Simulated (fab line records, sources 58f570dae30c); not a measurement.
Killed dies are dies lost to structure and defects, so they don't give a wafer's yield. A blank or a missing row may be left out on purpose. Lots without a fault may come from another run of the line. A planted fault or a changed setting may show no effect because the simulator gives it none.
Which tool did it? | flow berkeley_cmos170 | 16 lots, 48 wafers sampled, at 4 steps of a route of 331

WHAT THE GAUGES READ, wafer by wafer
UCB170_PFIELD_TW_MEAS_09.
lot  | measured    | on            | PFIELD_TW
L675 | day 5 15:13 | film_metro-03 | 597 599 599
L674 | day 5 15:25 | film_metro-03 | 597 601 601
L673 | day 5 16:07 | film_metro-03 | 595 601 598
L676 | day 5 18:16 | film_metro-02 | 611 610 608
L678 | day 6 02:38 | film_metro-02 | 609 608 607
L679 | day 6 03:20 | film_metro-03 | 597 600 598
L677 | day 6 03:22 | film_metro-02 | 607 606 609
L680 | day 6 15:23 | film_metro-03 | 601 597 599
L681 | day 7 09:09 | film_metro-01 | 608 607 605
L682 | day 7 09:26 | film_metro-03 | 600 597 595
L684 | day 7 17:35 | film_metro-01 | 609 608 613
L687 | day 8 06:17 | film_metro-01 | 607 610 609
L686 | day 8 13:59 | film_metro-03 | 603 603 605
L689 | day 8 14:24 | film_metro-01 | 604 606 610
L688 | day 8 15:01 | film_metro-02 | 608 606 609
L690 | day 8 21:55 | film_metro-03 | 600 601 599

UCB170_GATE_OVL_MEAS_13.
lot  | measured     | on         | GATE_OVL (nm)
L675 | day 7 21:49  | overlay-02 | 0 -1 8
L674 | day 7 21:47  | overlay-01 | -11 9 1
L673 | day 7 21:35  | overlay-02 | -7 5 5
L676 | day 7 21:16  | overlay-02 | 4 -1 -3
L678 | day 8 15:27  | overlay-01 | 1 -13 -6
L679 | day 8 15:16  | overlay-02 | 3 5 -5
L677 | day 8 15:01  | overlay-01 | -1 -7 -5
L680 | day 8 23:06  | overlay-02 | -1 1 0
L681 | day 9 15:43  | overlay-01 | -3 2 -1
L682 | day 9 15:28  | overlay-01 | 0 -8 -4
L684 | day 10 04:34 | overlay-01 | -6 -3 0
L687 | day 10 15:10 | overlay-01 | -3 -8 4
L686 | day 11 02:19 | overlay-01 | 4 1 5
L689 | day 11 03:08 | overlay-01 | 2 -4 -6
L688 | day 11 02:35 | overlay-02 | -4 -7 -1
L690 | day 11 02:52 | overlay-02 | 7 4 -4

UCB170_PLDD_TW_MEAS_11.
lot  | measured     | on            | PLDD_TW
L675 | day 8 01:25  | film_metro-04 | 1004 1008 1004
L674 | day 8 01:09  | film_metro-01 | 1021 1026 1022
L673 | day 8 00:38  | film_metro-01 | 1023 1015 1023
L676 | day 8 00:19  | film_metro-01 | 1025 1026 1021
L678 | day 8 17:39  | film_metro-03 | 1012 1013 1009
L679 | day 8 17:20  | film_metro-01 | 1025 1021 1026
L677 | day 8 17:03  | film_metro-03 | 1013 1011 1007
L680 | day 9 01:02  | film_metro-01 | 1018 1016 1020
L681 | day 9 18:01  | film_metro-01 | 1020 1020 1021
L682 | day 9 17:59  | film_metro-04 | 1002 1004 1007
L684 | day 10 06:55 | film_metro-01 | 1021 1019 1023
L687 | day 10 17:05 | film_metro-03 | 1008 1009 1010
L686 | day 11 04:58 | film_metro-03 | 1013 1013 1009
L689 | day 11 06:22 | film_metro-03 | 1007 1012 1011
L688 | day 11 05:41 | film_metro-01 | 1011 1014 1010
L690 | day 11 06:15 | film_metro-01 | 1018 1018 1015

WHICH TOOL RAN EACH LOT (tool, then ch and the chambers of the sampled wafers, then the start)
lot  | UCB170_PVT_IMPLANT_07
L675 | implanter-03 ch 0, day 7 06:26
L674 | implanter-04 ch 0, day 7 06:13
L673 | implanter-01 ch 0, day 7 06:01
L676 | implanter-03 ch 0, day 7 05:43
L678 | implanter-03 ch 0, day 8 00:16
L679 | implanter-04 ch 0, day 7 23:58
L677 | implanter-04 ch 0, day 8 00:08
L680 | implanter-04 ch 0, day 8 05:55
L681 | implanter-03 ch 0, day 8 20:34
L682 | implanter-03 ch 0, day 8 21:17
L684 | implanter-04 ch 0, day 9 11:08
L687 | implanter-03 ch 0, day 9 23:20
L686 | implanter-04 ch 0, day 10 09:14
L689 | implanter-03 ch 0, day 10 09:11
L688 | implanter-03 ch 0, day 10 09:23
L690 | implanter-03 ch 0, day 10 14:59
- UCB170_PVT_IMPLANT_07

WHAT THE TOOLS THEMSELVES READ (means of the sampled wafers that have a number; where no wafer has one, the mark that the record gives instead)
UCB170_PVT_IMPLANT_07.
lot  | tool         | beam_energy_keV | end_station_pressure_torr (Torr)
L675 | implanter-03 | 29.997          | 4.50e-06
L674 | implanter-04 | 29.989          | 5.03e-06
L673 | implanter-01 | 29.998          | 4.88e-06
L676 | implanter-03 | 30.005          | 5.06e-06
L678 | implanter-03 | 29.998          | 4.90e-06
L679 | implanter-04 | 30.004          | 5.20e-06
L677 | implanter-04 | 30.005          | 5.16e-06
L680 | implanter-04 | 30.003          | 4.92e-06
L681 | implanter-03 | 30.008          | 5.17e-06
L682 | implanter-03 | 29.983          | 5.04e-06
L684 | implanter-04 | 29.992          | 4.91e-06
L687 | implanter-03 | 29.126          | 5.00e-06
L686 | implanter-04 | 30.012          | 4.86e-06
L689 | implanter-03 | 29.137          | 5.21e-06
L688 | implanter-03 | 29.125          | 5.02e-06
L690 | implanter-03 | 29.112          | 4.93e-06

THE ANSWER, worked out from the rows above alone
Rule: what is usual is taken from the lots themselves. Put in order of their means at a reading, lots are off if they are a third of the lots or fewer, leave a main group of 4 or more, and stand apart from it by a gap of 3 or more times the standard deviation of the main group's means; of several such gaps the widest counts. A main group whose means are all the same, to the digits that the tables above print for the reading, isn't used. A lot without any number at a reading at which 4 lots or more have one is off too. The other lots that the step has rows for count as sound. The gauges are gone through in route order, then the tools' own readings, and for those a lot's mean is taken as printed above. The first step at which some lot is off is used, and at that step the reading that is off furthest; a lot without a number counts as furthest.
Off: L687, L689, L688, L690, at UCB170_PVT_IMPLANT_07 (beam_energy_keV). The main group: mean 30.000, standard deviation 0.008.
A tool fits if, at that step or a process step before it, it ran every lot that is off, and no sound lot after the first of them. One fits: implanter-03 at UCB170_PVT_IMPLANT_07. Its last sound lot is L682 (day 8 21:17), its first lot that is off L687 (day 9 23:20): a fault that began between those two fits.
The tool's own readings at UCB170_PVT_IMPLANT_07 bear it out: on the lots that are off they differ by more than 5 times the standard deviation of the sound lots' means. beam_energy_keV reads 29.125 there against 30.000 on the sound lots.

WHAT THE SIMULATOR HAD PUT IN
Process parameter drift: implanter-03, from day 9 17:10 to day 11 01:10, at UCB170_PVT_IMPLANT_07. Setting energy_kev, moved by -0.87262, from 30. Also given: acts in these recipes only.
Lots struck among those shown: L687, L689, L688, L690. The rule above found the same.
